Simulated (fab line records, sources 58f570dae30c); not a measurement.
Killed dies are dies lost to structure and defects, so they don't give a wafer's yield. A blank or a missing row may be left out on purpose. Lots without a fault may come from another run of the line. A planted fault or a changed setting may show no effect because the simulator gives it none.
Which tool did it? | flow berkeley_cmos170 | 13 lots, 39 wafers sampled, at 5 steps of a route of 331

WHAT THE GAUGES READ, wafer by wafer
UCB170_PSD_OVL_MEAS_07. Usual: PSD_OVL 1 nm, standard deviation 4.7.
lot  | measured     | on         | PSD_OVL (nm) | flag
L981 | day 6 18:15  | overlay-01 | -1 2 3       |
L982 | day 6 18:56  | overlay-01 | -7 -6 -3     |
L983 | day 7 10:20  | overlay-02 | -6 -1 -3     |
L987 | day 7 18:59  | overlay-01 | 1 3 2        |
L991 | day 8 23:20  | overlay-01 | 7 -1 1       |
L992 | day 8 23:53  | overlay-02 | 5 -7 -7      |
L995 | day 9 06:17  | overlay-01 | 5 2 -5       |
L996 | day 10 01:15 | overlay-01 | 10 10 8      |
L997 | day 10 01:23 | overlay-01 | -2 -1 -2     |
L999 | day 10 13:55 | overlay-02 | 6 -4 -2      |
L101 | day 10 23:52 | overlay-02 | 1 -7 0       |
L104 | day 11 12:41 | overlay-02 | 6 -2 0       |
L100 | day 11 13:04 | overlay-02 | 0 -1 0       |

UCB170_CONTACT_CD_MEAS_15: target cd 700 nm. Usual: cd_nm 700.0 nm, standard deviation 1.4.
lot  | measured     | on        | cd_nm (nm)        | flag
L981 | day 7 06:20  | cd_sem-02 | 698.7 698.9 699.6 |
L982 | day 7 07:06  | cd_sem-02 | 702.5 702.5 702.7 |
L983 | day 7 21:48  | cd_sem-02 | 700.5 700.4 700.6 |
L987 | day 8 07:09  | cd_sem-02 | 699.4 699.1 699.3 |
L991 | day 9 07:02  | cd_sem-01 | 698.4 699.8 699.2 |
L992 | day 9 08:26  | cd_sem-01 | 698.2 698.3 698.1 |
L995 | day 9 14:08  | cd_sem-01 | 700.9 702.0 701.4 |
L996 | day 10 08:55 | cd_sem-01 | 702.2 702.4 701.9 |
L997 | day 10 13:50 | cd_sem-02 | 698.4 699.0 697.2 |
L999 | day 11 02:17 | cd_sem-02 | 701.4 701.2 700.3 |
L101 | day 11 10:08 | cd_sem-01 | 701.2 701.5 701.0 |
L104 | day 12 00:33 | cd_sem-01 | 699.0 698.9 698.7 |
L100 | day 12 00:56 | cd_sem-01 | 700.5 699.6 701.4 |

UCB170_M1_CD_MEAS_09: target cd 700 nm. Usual: cd_nm 700.3 nm, standard deviation 1.7.
lot  | measured     | on        | cd_nm (nm)        | flag
L981 | day 7 09:57  | cd_sem-02 | 698.6 698.9 697.0 |
L982 | day 7 10:01  | cd_sem-01 | 699.1 697.8 698.5 |
L983 | day 8 00:02  | cd_sem-01 | 702.3 702.1 703.2 |
L987 | day 8 09:12  | cd_sem-02 | 691.3 693.6 696.9 | OFF
L991 | day 9 08:58  | cd_sem-02 | 698.8 698.3 697.8 |
L992 | day 9 10:23  | cd_sem-01 | 701.5 702.4 701.0 |
L995 | day 9 18:46  | cd_sem-02 | 701.3 700.1 699.2 |
L996 | day 10 14:23 | cd_sem-02 | 703.0 703.9 702.9 |
L997 | day 10 16:14 | cd_sem-01 | 703.3 701.2 703.5 |
L999 | day 11 04:13 | cd_sem-02 | 702.6 700.8 701.2 |
L101 | day 11 13:04 | cd_sem-02 | 697.6 697.4 697.5 |
L104 | day 12 03:19 | cd_sem-01 | 702.2 702.5 701.0 |
L100 | day 12 03:55 | cd_sem-02 | 698.6 699.5 698.5 |

WHICH TOOL RAN EACH LOT (tool, then ch and the chambers of the sampled wafers, then the start)
lot  | UCB170_BACKSIDE_STRIP_03             | UCB170_M1_EXPOSE_06
L981 | plasma_asher-03 ch 1, day 7 00:03    | krf_scanner-01 ch 0, day 7 08:53
L982 | plasma_asher-02 ch 0,1, day 7 00:35  | krf_scanner-02 ch 0, day 7 09:30
L983 | plasma_asher-03 ch 0, day 7 15:44    | krf_scanner-02 ch 0, day 7 23:28
L987 | plasma_asher-02 ch 0,1, day 7 23:31  | krf_scanner-02 ch 0, day 8 08:49
L991 | plasma_asher-02 ch 0,1, day 9 01:49  | krf_scanner-01 ch 0, day 9 08:35
L992 | plasma_asher-03 ch 0,1, day 9 02:28  | krf_scanner-01 ch 0, day 9 10:00
L995 | plasma_asher-02 ch 0,1, day 9 08:54  | krf_scanner-01 ch 0, day 9 18:22
L996 | plasma_asher-04 ch 0,1, day 10 03:56 | krf_scanner-01 ch 0, day 10 13:55
L997 | plasma_asher-04 ch 0, day 10 04:23   | krf_scanner-01 ch 0, day 10 15:46
L999 | plasma_asher-04 ch 0,1, day 10 18:56 | krf_scanner-01 ch 0, day 11 03:49
L101 | plasma_asher-02 ch 0,1, day 11 05:05 | krf_scanner-01 ch 0, day 11 12:41
L104 | plasma_asher-03 ch 0,1, day 11 16:26 | krf_scanner-01 ch 0, day 12 02:04
L100 | plasma_asher-04 ch 0,1, day 11 16:59 | krf_scanner-01 ch 0, day 12 02:59
- UCB170_BACKSIDE_STRIP_03: strips in O2.
- UCB170_M1_EXPOSE_06: exposes mask METAL1, target cd 700 nm.

WHAT THE TOOLS THEMSELVES READ (means of the sampled wafers that have a number; where no wafer has one, the mark that the record gives instead)
UCB170_BACKSIDE_STRIP_03. Usual: drypump_motor_current_A 5.78 A, standard deviation 0.3; oes_product_au 0.735 a.u., standard deviation 0.0049; strip_time_to_endpoint_s 21.96 s, standard deviation 0.07.
lot  | tool            | drypump_motor_current_A (A) | oes_product_au (a.u.) | strip_time_to_endpoint_s (s) | flag
L981 | plasma_asher-03 | 5.37                        | 0.731                 | 21.97                        |
L982 | plasma_asher-02 | 5.79                        | 0.731                 | 22.02                        |
L983 | plasma_asher-03 | 5.45                        | 0.737                 | 21.88                        |
L987 | plasma_asher-02 | 5.82                        | 0.737                 | 21.97                        |
L991 | plasma_asher-02 | 5.79                        | 0.735                 | 21.97                        |
L992 | plasma_asher-03 | 5.42                        | 0.733                 | 21.85                        |
L995 | plasma_asher-02 | 5.93                        | 0.735                 | 22.00                        |
L996 | plasma_asher-04 | 5.95                        | 0.734                 | 21.96                        |
L997 | plasma_asher-04 | 5.85                        | 0.731                 | 21.93                        |
L999 | plasma_asher-04 | 6.09                        | 0.736                 | 22.07                        |
L101 | plasma_asher-02 | 5.81                        | 0.734                 | 21.92                        |
L104 | plasma_asher-03 | 5.42                        | 0.739                 | 21.90                        |
L100 | plasma_asher-04 | 5.96                        | 0.732                 | 21.92                        |

UCB170_M1_EXPOSE_06. Usual: exposure_dose_mJ_cm2 20.979, standard deviation 0.025.
lot  | tool           | exposure_dose_mJ_cm2 | flag
L981 | krf_scanner-01 | 21.018               |
L982 | krf_scanner-02 | 20.974               |
L983 | krf_scanner-02 | 20.953               |
L987 | krf_scanner-02 | 20.716               | OFF
L991 | krf_scanner-01 | 21.001               |
L992 | krf_scanner-01 | 21.000               |
L995 | krf_scanner-01 | 20.973               |
L996 | krf_scanner-01 | 20.985               |
L997 | krf_scanner-01 | 20.958               |
L999 | krf_scanner-01 | 20.974               |
L101 | krf_scanner-01 | 21.011               |
L104 | krf_scanner-01 | 20.991               |
L100 | krf_scanner-01 | 20.952               |

THE ANSWER, worked out from the rows above alone
Rule: a lot is off if the mean of its wafers that have a number lies more than 3 standard deviations from the usual mean. A lot without any number at a reading at which 4 lots or more have one is off too. The other lots that the step has rows for count as sound. The gauges are gone through in route order, then the tools' own readings, and for those a lot's mean is taken as printed above. The first step at which some lot is off is used, and at that step the reading that is off furthest; a lot without a number counts as furthest.
Off: L987, at UCB170_M1_CD_MEAS_09 (cd_nm).
A tool fits if, at a process step before that reading, it ran every lot that is off, and no sound lot after the first of them. The gauges at UCB170_M1_CD_MEAS_09 aren't tried: what is off there is off at UCB170_M1_EXPOSE_06 too, on other tools, and a gauge's error can't cause that. One fits: krf_scanner-02 at UCB170_M1_EXPOSE_06. Its last sound lot is L983 (day 7 23:28), its first lot that is off L987 (day 8 08:49): a fault that began between those two fits.
The tool's own readings at UCB170_M1_EXPOSE_06 bear it out: on the lots that are off they differ by more than 5 times the standard deviation of the sound lots' means. exposure_dose_mJ_cm2 reads 20.716 there against 20.983 on the sound lots.

WHAT THE SIMULATOR HAD PUT IN
Process parameter drift: krf_scanner-02, from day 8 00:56 on, at UCB170_M1_EXPOSE_06. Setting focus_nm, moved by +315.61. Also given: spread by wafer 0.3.
Lots struck among those shown: L987. The rule above found the same.
